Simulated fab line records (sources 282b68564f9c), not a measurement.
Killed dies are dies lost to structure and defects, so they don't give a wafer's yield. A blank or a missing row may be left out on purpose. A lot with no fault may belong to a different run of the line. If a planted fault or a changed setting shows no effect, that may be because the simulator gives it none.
A struck lot beside a sound one	flow rit-cmos	44 out of 202 route steps
Sound: these wafers, L880.2, L880.4, L880.6. Struck: wafers L869.1, L869.2, L869.5. The cause is given at the end.
For every step that has rows: the tool of each side, followed by ch and its chambers, followed by its first start. Under that, the readings that differ: sound wafers	struck wafers	difference of the means	sigmas: that difference in standard deviations of wafers without a fault.
alike: readings with means less than 2 such deviations apart, plus words and numbers identical on both sides. not compared: withheld readings, readings lacking a value on some wafer, bounds such as >300 that could conceal the same value, and numbers that have no deviation in the record and whose values overlap.
The two part at a step that has a row with sigmas, a row that says differs or no value, or rows on one side only. When numbers do not overlap yet have no deviation, they are printed without sigmas and do not part them. A reading that every wafer of one side lacks parts them only if that side has two wafers or more.

first, 4 steps without rows for these wafers: RIT_PLDD_SOFTBAKE_02 (time 60 s); RIT_PLDD_EXPOSE_03 (exposes mask M8, target cd 40900 nm); RIT_PLDD_PEB_04; RIT_PLDD_DEVELOP_05 (develop time 50 s).
RIT_PLDD_OVL_MEAS_06:
  sound: overlay-01 at day 6 19:35; struck: overlay-02 at day 4 04:17
  alike: PLDD_OVL
then, 2 steps without rows for these wafers: RIT_PLDD_HARDBAKE_07 (time 60 s); RIT_PLDD_IMPLANT_08.
RIT_PLDD_STRIP_09: strips in O2, time 180 s.
  sound on plasma-asher-02 ch 0,1, day 6 20:27; struck on plasma-asher-04 ch 0,1, day 4 04:38
reading	sound	struck	difference	sigmas
drypump-motor-current-A (A)	6.6 6.3 6.6	5.3 5.1 5.3	-1.3	-2
  alike: chamber-pressure-mTorr
  not compared: rf-hours-counter-h
RIT_PLDD_TW_MEAS_10:
  sound: film-metro-01 at day 6 20:38; struck: film-metro-01 at day 4 04:48
  alike: PLDD_TW
then, 3 steps without rows for these wafers: RIT_SPACER_CLEAN_00 (cleans in SC1, time 600 s); RIT_SPACER_CLEAN_01 (cleans in dHF, time 30 s); RIT_SPACER_CLEAN_02 (cleans in SC2, time 600 s).
RIT_SPACER_CVD_03: deposits Si3N4 from SiH2Cl2/NH3, target thk 250 nm, time 3300 s.
  sound on lpcvd-02 ch 1, day 6 21:03; struck on lpcvd-01 ch 1, day 4 05:14
reading	sound	struck	difference	sigmas
model.Si3N4_of_SPACER_CVD_03.thk-nm (nm)	254.8 254.4 254.9	218.5 217.7 218.7	-36.4	
RIT_SPACER_THK_MEAS_04:
  sound: film-metro-02 at day 6 22:59; struck: film-metro-02 at day 4 07:09
reading	sound	struck	difference	sigmas
SPACER_NITRIDE_THK (nm)	254.8 254.6 255.1	218.4 217.7 218.8	-36.5	-14
RIT_SPACER_ETCHBACK_05: etches Si3N4 in SF6/CHF3, stops on SiO2, target depth 250 nm, time 240 s.
  sound on rie-diel-04 ch 0,3, day 6 23:02; struck on rie-diel-04 ch 1,2, day 4 07:13
reading	sound	struck	difference	sigmas
oes-product-au (a.u.)	0.835 0.845 0.829	0.783 0.765 0.787	-0.058	-4
model.etch.depth-nm (nm)	254.8 254.4 254.9	218.5 217.7 218.7	-36.4	
  alike: chamber-pressure-mTorr, drypump-motor-current-A, throttle-valve-pct
  not compared: rf-hours-counter-h
then, 6 steps without rows for these wafers: RIT_NSD_HMDS_00 (prime time 60 s); RIT_NSD_COAT_01 (resist thk 1000 nm); RIT_NSD_SOFTBAKE_02 (time 60 s); RIT_NSD_EXPOSE_03 (exposes mask M9, target cd 40700 nm); RIT_NSD_PEB_04; RIT_NSD_DEVELOP_05 (develop time 50 s).
RIT_NSD_OVL_MEAS_06:
  sound: overlay-01 at day 7 00:19; struck: overlay-01 at day 4 08:20
  alike: NSD_OVL
then, 2 steps without rows for these wafers: RIT_NSD_HARDBAKE_07 (time 60 s); RIT_NSD_IMPLANT_08.
RIT_NSD_STRIP_09: strips in O2, time 180 s.
  sound on plasma-asher-03 ch 0,1, day 7 00:39; struck on plasma-asher-04 ch 0,1, day 4 08:42
reading	sound	struck	difference	sigmas
drypump-motor-current-A (A)	6.0 6.4 6.4	5.2 5.3 5.3	-1.0	-2
  alike: chamber-pressure-mTorr
  not compared: rf-hours-counter-h
RIT_NSD_TW_MEAS_10:
  sound: film-metro-02 at day 7 00:50; struck: film-metro-01 at day 4 08:53
  alike: NSD_TW
then, 6 steps without rows for these wafers: RIT_PSD_HMDS_00 (prime time 60 s); RIT_PSD_COAT_01 (resist thk 1000 nm); RIT_PSD_SOFTBAKE_02 (time 60 s); RIT_PSD_EXPOSE_03 (exposes mask M10, target cd 40900 nm); RIT_PSD_PEB_04; RIT_PSD_DEVELOP_05 (develop time 50 s).
RIT_PSD_OVL_MEAS_06:
  sound: overlay-01 at day 7 01:52; struck: overlay-01 at day 4 09:47
  alike: PSD_OVL
then, 2 steps without rows for these wafers: RIT_PSD_HARDBAKE_07 (time 60 s); RIT_PSD_IMPLANT_08.
RIT_PSD_STRIP_09: strips in O2, time 180 s.
  sound on plasma-asher-01 ch 0,1, day 7 02:12; struck on plasma-asher-02 ch 0,1, day 4 10:07
reading	sound	struck	difference	sigmas
drypump-motor-current-A (A)	5.5 5.9 5.5	6.6 6.3 6.3	+0.8	+2
  alike: chamber-pressure-mTorr
  not compared: rf-hours-counter-h
RIT_PSD_TW_MEAS_10:
  sound: film-metro-04 at day 7 02:23; struck: film-metro-04 at day 4 10:18
  alike: PSD_TW
then, 3 steps without rows for these wafers: RIT_SDANNEAL_CLEAN_00 (cleans in SC1, time 600 s); RIT_SDANNEAL_CLEAN_01 (cleans in dHF, time 30 s); RIT_SDANNEAL_CLEAN_02 (cleans in SC2, time 600 s).
RIT_SDANNEAL_RTA_03: time 5 s.
  sound on rtp-anneal-01 ch 0, day 7 02:49; struck on rtp-anneal-01 ch 0, day 4 10:44
  alike: wafer_temp_C_max
RIT_SDANNEAL_RS_MEAS_04: measurement is done with a four-point probe.
  sound: film-metro-01 at day 7 02:53; struck: film-metro-02 at day 4 10:47
  alike: PSD_RS
RIT_SILICIDE_WET_ETCH_00: etches SiO2 in BOE, target depth 14 nm, time 15 s.
  sound on wet-bench-02 ch 2, day 7 03:20; struck on wet-bench-01 ch 3, day 4 11:16
reading	sound	struck	difference	sigmas
model.Si3N4_of_SPACER_CVD_03.thk-nm (nm)	198.9 199.7 198.7	171 170.1 170.9	-28	
RIT_M1_PROBE_99:
  sound: prober-01 at day 7 11:49; struck: prober-01 at day 4 18:11
reading	sound	struck	difference	sigmas
model.etest.nmos_0p15.r-on-ohm-um	1164 1132 1177	1271 1277 1291	+122	
model.etest.nmos_0p3.r-on-ohm-um	2180 2176 2196	2253 2238 2268	+69	
model.etest.nplus-sal.width-nm (nm)	3465 3445 3488	3503 3514 3522	+47	
model.etest.pplus-sal.width-nm (nm)	3476 3463 3471	3508 3493 3512	+34	
model.etest.pwell-pinched.rs-ohm-sq	457.2 455.5 457.5	480.5 480.4 475.2	+22.0	
model.etest.nwell-pinched.rs-ohm-sq	340.9 336.5 340	362.5 361.3 360.6	+22.3	
  alike: killed-at-contacts, killed-at-front-end, killed-dies, killed-open, killed-short
  not compared: model.etest.pmos_0p15.r-on-ohm-um, model.etest.pmos-turned.r-on-ohm-um

== WHERE THEY PART ==
First at RIT_PLDD_STRIP_09; last, within this record, at RIT_PSD_STRIP_09. Later steps at which nothing parts them and some readings are alike: RIT_PSD_TW_MEAS_10, RIT_SDANNEAL_RTA_03, RIT_SDANNEAL_RS_MEAS_04, RIT_M1_PROBE_99.

WHY: the cause the simulator had injected
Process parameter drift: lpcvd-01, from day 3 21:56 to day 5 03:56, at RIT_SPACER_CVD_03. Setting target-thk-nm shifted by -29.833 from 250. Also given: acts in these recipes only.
